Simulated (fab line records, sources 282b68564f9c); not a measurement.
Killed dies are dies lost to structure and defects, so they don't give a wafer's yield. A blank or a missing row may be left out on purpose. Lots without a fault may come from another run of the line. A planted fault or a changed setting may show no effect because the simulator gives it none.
fab line records | flow rit_cmos
record lots=7 wafers=21 last_day=7
route steps=202 shown GATE@84
lots that met no fault: from a run of the same line without faults
start_h: hours from the record's first day to the start of the lot's first wafer shown | wait_h: hours since the lot's step before | " the same as in the row above | L1.1+2: a row that stands for several wafers | - no value, or no start given | * or withheld: withheld | < > ~ a bound
route shown NAME@n: a module of which the file shows steps, and the number in the route of the first | usual: mean/standard deviation of fault-free wafers | same: alike in all rows | chamber/n: place in a boat | sites: the reading at each site | _std_site: their standard deviation | _edge_site: outer sites' mean less inner sites' | radius_mm: how far each site lies from the wafer's centre | mask NAME#n: copy n | behind: the tool/chamber that last shaped the wafer | hold: why the lot was held/for how many hours/how that ended | device: the transistor (n, p or np) that didn't switch | end of line: the same wafers' tests at the end of the route | a step without rows: its recipe alone | killed: dies lost to structure and defects at the first sort, not the wafer's yield | map: a wafer's dies, x killed, . not, _ none there
set.NAME: the setting as run; set.NAME@STEP: as run at that earlier step | model.NAME: the simulator's own value behind a step, which no gauge read
lots at some steps of the route; a table a step, a row a wafer
services: from which hour (start_h, from the record's first day; less than 0 if before it) a tool's chamber was out of use, for how many hours, and why
## steps
# step RIT_GATE_CVD_08
# recipe material=poly-Si target_thk_nm=250 temp_c=610 precursor=SiH4 time_s=2220 pressure_mtorr=300 sih4_flow_sccm=100
# step RIT_GATE_THK_MEAS_09
# recipe reads=poly-Si_of_GATE_CVD_08
# usual GATE_POLY_THK=251.1/1.8
# columns lot.wafer tool chamber start_h wait_h GATE_POLY_THK[nm]
L470.2 film_metro-02 - 55.30 0.0 250.7
L470.5 " - " " 251.1
L470.6 " - " " 252.3
L471.1 film_metro-01 - 60.29 0.0 250.4
L471.5 " - " " 251.8
L471.6 " - " " 248.4
L472.1 film_metro-03 - 65.65 0.0 249.3
L472.3 " - " " 250.3
L472.6 " - " " 251.7
L483.2 film_metro-03 - 122.05 0.0 250.8
L483.3 " - " " 249.9
L483.6 " - " " 251.5
L484.1 film_metro-03 - 125.64 0.0 251.8
L484.2 " - " " 252.6
L484.4 " - " " 251.3
L485.3 film_metro-01 - 130.44 0.0 253.4
L485.5 " - " " 252.8
L485.6 " - " " 255.2
L487.2 film_metro-03 - 140.47 0.0 254.6
L487.4 " - " " 252.1
L487.5 " - " " 253.1
# step RIT_GATE_HMDS_10
# recipe prime_time_s=60 prime_temp_c=140
# step RIT_GATE_COAT_11
# recipe resist=NOVOLAK spin_rpm=4250 resist_thk_nm=850
# step RIT_GATE_SOFTBAKE_12
# recipe resist=NOVOLAK temp_c=90 time_s=60
# step RIT_GATE_EXPOSE_13
# recipe mask_id=M6 na=0.6 source_shape=conventional sigma_outer=0.6 target_cd_nm=150 dose_mj=380
# step RIT_GATE_PEB_14
# recipe resist=NOVOLAK temp_c=withheld time_s=withheld
# step RIT_GATE_DEVELOP_15
# recipe resist=NOVOLAK develop_time_s=50 dev_temp_c=23
# step RIT_GATE_CD_MEAS_16
# recipe target_cd_nm=150
# usual cd_nm=150.1/2.9
# columns lot.wafer tool chamber start_h wait_h cd_nm
L470.2 cd_sem-02 - 56.22 - 151.6
L470.5 " - " " 148.9
L470.6 " - " " 148.9
L471.1 cd_sem-02 - 61.20 - 152.6
L471.5 " - " " 148.1
L471.6 " - " " 150.7
L472.1 cd_sem-01 - 66.73 - 149.0
L472.3 " - " " 149.1
L472.6 " - " " 150.5
L483.2 cd_sem-01 - 122.97 - 149.0
L483.3 " - " " 149.6
L483.6 " - " " 150.1
L484.1 cd_sem-01 - 126.58 - 148.2
L484.2 " - " " 147.6
L484.4 " - " " 147.2
L485.3 cd_sem-01 - 131.49 - 150.1
L485.5 " - " " 150.4
L485.6 " - " " 152.6
L487.2 cd_sem-02 - 141.71 - 147.7
L487.4 " - " " 149.5
L487.5 " - " " 148.2
# step RIT_GATE_OVL_MEAS_17
# usual GATE_OVL=-0.9/1.3
# columns lot.wafer tool chamber start_h wait_h GATE_OVL[nm]
L470.2 overlay-02 - 56.33 0.1 -0.9
L470.5 " - " " -0.3
L470.6 " - " " -2.2
L471.1 overlay-02 - 61.32 0.1 -1.2
L471.5 " - " " -0.9
L471.6 " - " " -0.5
L472.1 overlay-02 - 66.85 0.1 1.4
L472.3 " - " " -1.0
L472.6 " - " " -0.4
L483.2 overlay-01 - 123.08 0.1 -1.5
L483.3 " - " " -3.0
L483.6 " - " " -2.0
L484.1 overlay-02 - 126.70 0.1 -2.3
L484.2 " - " " -0.2
L484.4 " - " " -0.1
L485.3 overlay-02 - 131.58 0.1 -0.2
L485.5 " - " " 0.3
L485.6 " - " " 1.0
L487.2 overlay-02 - 141.81 0.1 0.1
L487.4 " - " " -0.6
L487.5 " - " " -1.6
# step RIT_GATE_HARDBAKE_18
# recipe resist=NOVOLAK temp_c=140 time_s=60
# step RIT_GATE_ETCH_19
# recipe chemistry=SF6/CHF3/O2 time_s=165 SF6_flow_sccm=30 CHF3_flow_sccm=30 O2_flow_sccm=5 target=poly-Si pressure_mtorr=40 rf_w=160 target_depth_a=3125 over_etch_frac=0.25 stop_on=SiO2
# usual drypump_motor_current_A=6.1/0.53 oes_product_au=0.846/0.014 throttle_valve_pct=10.33/0.08
# columns lot.wafer tool chamber start_h wait_h drypump_motor_current_A oes_product_au rf_hours_counter_h throttle_valve_pct
L470.2 rie_si-02 0 56.51 0.1 6.5 0.857 60 10.41
L470.5 " 0 " " 6.4 0.859 - 10.42
L470.6 " 3 " " 6.4 0.849 - 10.40
L471.1 rie_si-01 3 61.51 0.1 6.4 0.823 42 10.35
L471.5 " 2 " " 6.6 0.859 - 10.30
L471.6 " 1 " " 6.4 0.856 - 10.34
L472.1 rie_si-02 1 67.04 0.1 5.8 0.830 46 10.16
L472.3 " 0 " " 6.4 0.854 60 10.42
L472.6 " 1 " " 5.9 0.836 - 10.15
L483.2 rie_si-01 2 123.26 0.1 6.6 0.850 3 10.29
L483.3 " 0 " " 5.4 0.848 23 10.26
L483.6 " 2 " " 6.6 0.864 - 10.29
L484.1 rie_si-02 2 126.89 0.1 5.0 0.860 0 10.40
L484.2 " 0 " " 6.5 0.861 61 10.42
L484.4 " 3 " " 6.4 0.849 0 10.38
L485.3 rie_si-01 2 131.76 0.1 6.6 0.867 3 10.30
L485.5 " 3 " " 6.4 0.821 - 10.35
L485.6 " 0 " " 5.4 0.861 - 10.27
L487.2 rie_si-01 1 141.99 0.1 6.4 0.870 105 10.33
L487.4 " 2 " " 6.6 0.855 3 10.30
L487.5 " 3 " " 6.4 0.823 - 10.35
# step RIT_GATE_STRIP_20
# recipe chemistry=O2 time_s=180 resist=NOVOLAK platen_temp_c=withheld power_w=500 pressure_mtorr=4000 o2_flow_sccm=4000
# usual chamber_pressure_mTorr=4000/3.9 drypump_motor_current_A=5.8/0.46
# columns lot.wafer tool chamber start_h wait_h chamber_pressure_mTorr drypump_motor_current_A rf_hours_counter_h model.NOVOLAK_of_GATE_COAT_11.thk_nm
L470.2 plasma_asher-02 0 56.62 0.1 - - - 661.8
L470.5 " 1 " " - - - 664.5
L470.6 " 0 " " - - - 669.9
L471.1 plasma_asher-02 1 61.62 0.1 - - - 673.2
L471.5 " 0 " " - - - 674.4
L471.6 " 1 " " - - - 675.3
L472.1 plasma_asher-04 1 67.15 0.1 - - - 670.4
L472.3 " 1 " " - - - 668.5
L472.6 " 0 " " - - - 672.9
L483.2 plasma_asher-04 1 123.37 0.1 4000 5.7 1 0
L483.3 " 1 " " 3995 5.7 - 0
L483.6 " 0 " " 3997 5.9 - 0
L484.1 plasma_asher-04 1 127.00 0.1 4004 5.7 1 0
L484.2 " 0 " " 3995 5.9 1 0
L484.4 " 0 " " 3999 5.9 - 0
L485.3 plasma_asher-02 1 131.92 0.1 3992 5.1 - 0
L485.5 " 1 " " 3995 5.1 - 0
L485.6 " 0 " " 4000 6.1 - 0
L487.2 plasma_asher-02 0 142.10 0.1 3997 6.1 54 0
L487.4 " 0 " " 3995 6.2 - 0
L487.5 " 1 " " 4005 5.1 - 0
# step RIT_GATE_CD_MEAS_90
# recipe target_cd_nm=150
# usual cd_nm=150.1/2.9
# columns lot.wafer tool chamber start_h wait_h cd_nm
L470.2 cd_sem-01 - 56.81 0.1 151.7
L470.5 " - " " 149.2
L470.6 " - " " 148.8
L471.1 cd_sem-02 - 61.79 0.1 152.4
L471.5 " - " " 148.6
L471.6 " - " " 150.7
L472.1 cd_sem-01 - 67.32 0.1 148.7
L472.3 " - " " 149.1
L472.6 " - " " 151.0
L483.2 cd_sem-01 - 123.56 0.1 149.2
L483.3 " - " " 149.7
L483.6 " - " " 149.8
L484.1 cd_sem-01 - 127.17 0.1 148.4
L484.2 " - " " 147.5
L484.4 " - " " 147.6
L485.3 cd_sem-01 - 132.08 0.1 150.0
L485.5 " - " " 150.2
L485.6 " - " " 153.3
L487.2 cd_sem-02 - 142.30 0.1 148.3
L487.4 " - " " 149.7
L487.5 " - " " 148.2
## services
# columns tool chamber start_h hours kind
rie_si-02 0 36.64 3.2 repair
rie_si-02 2 67.94 - clean
rie_si-02 2 67.94 26.7 scheduled_down
rie_si-02 2 67.94 26.7 vent_cycle
rie_si-02 3 101.30 - clean
rie_si-02 3 101.30 23.2 scheduled_down
rie_si-02 3 101.30 23.2 vent_cycle
plasma_asher-04 - 108.75 9.0 pm
plasma_asher-04 0 108.75 9.0 vent_cycle
plasma_asher-04 1 108.75 9.0 vent_cycle
rie_si-02 - 117.34 0.5 repair
plasma_asher-04 0 117.75 - clean
plasma_asher-04 1 117.75 - clean
## key
first_sign step=RIT_GATE_STRIP_20 reading=tool_record direction=missing
effect none on later readings
model_effect step=RIT_GATE_STRIP_20 value=NOVOLAK_of_GATE_COAT_11.thk_nm without=0 struck=670.1
met_at RIT_GATE_STRIP_20
struck_wafers L470.2,L470.5,L470.6,L471.1,L471.5,L471.6,L472.1,L472.3,L472.6
later_rows_left_out L470.2,L470.5,L470.6,L471.1,L471.5,L471.6,L472.1,L472.3,L472.6
sort_left_out L470.2,L470.5,L470.6,L471.1,L471.5,L471.6,L472.1,L472.3,L472.6
tester_left_out L470,L471,L472
fault kind=skipped_step_whole tool=plasma_asher-02,plasma_asher-04 chamber=- onset_h=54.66 steps=RIT_GATE_STRIP_20 scope=struck_lots_only
# tester_left_out: of these lots the tester's yield and bins aren't shown, on N5 and GAA mostly nor the transistor test; their killed dies are dies lost to structure and defects alone, not to doping, threshold or leakage, so they don't give the yield
# sort_left_out: the simulated sort isn't trusted on such a fault, so these wafers' sort isn't shown, and their yield isn't known
# later_rows_left_out: the simulator's readings of these wafers behind a module that went badly wrong aren't trusted and aren't shown, but for the sort
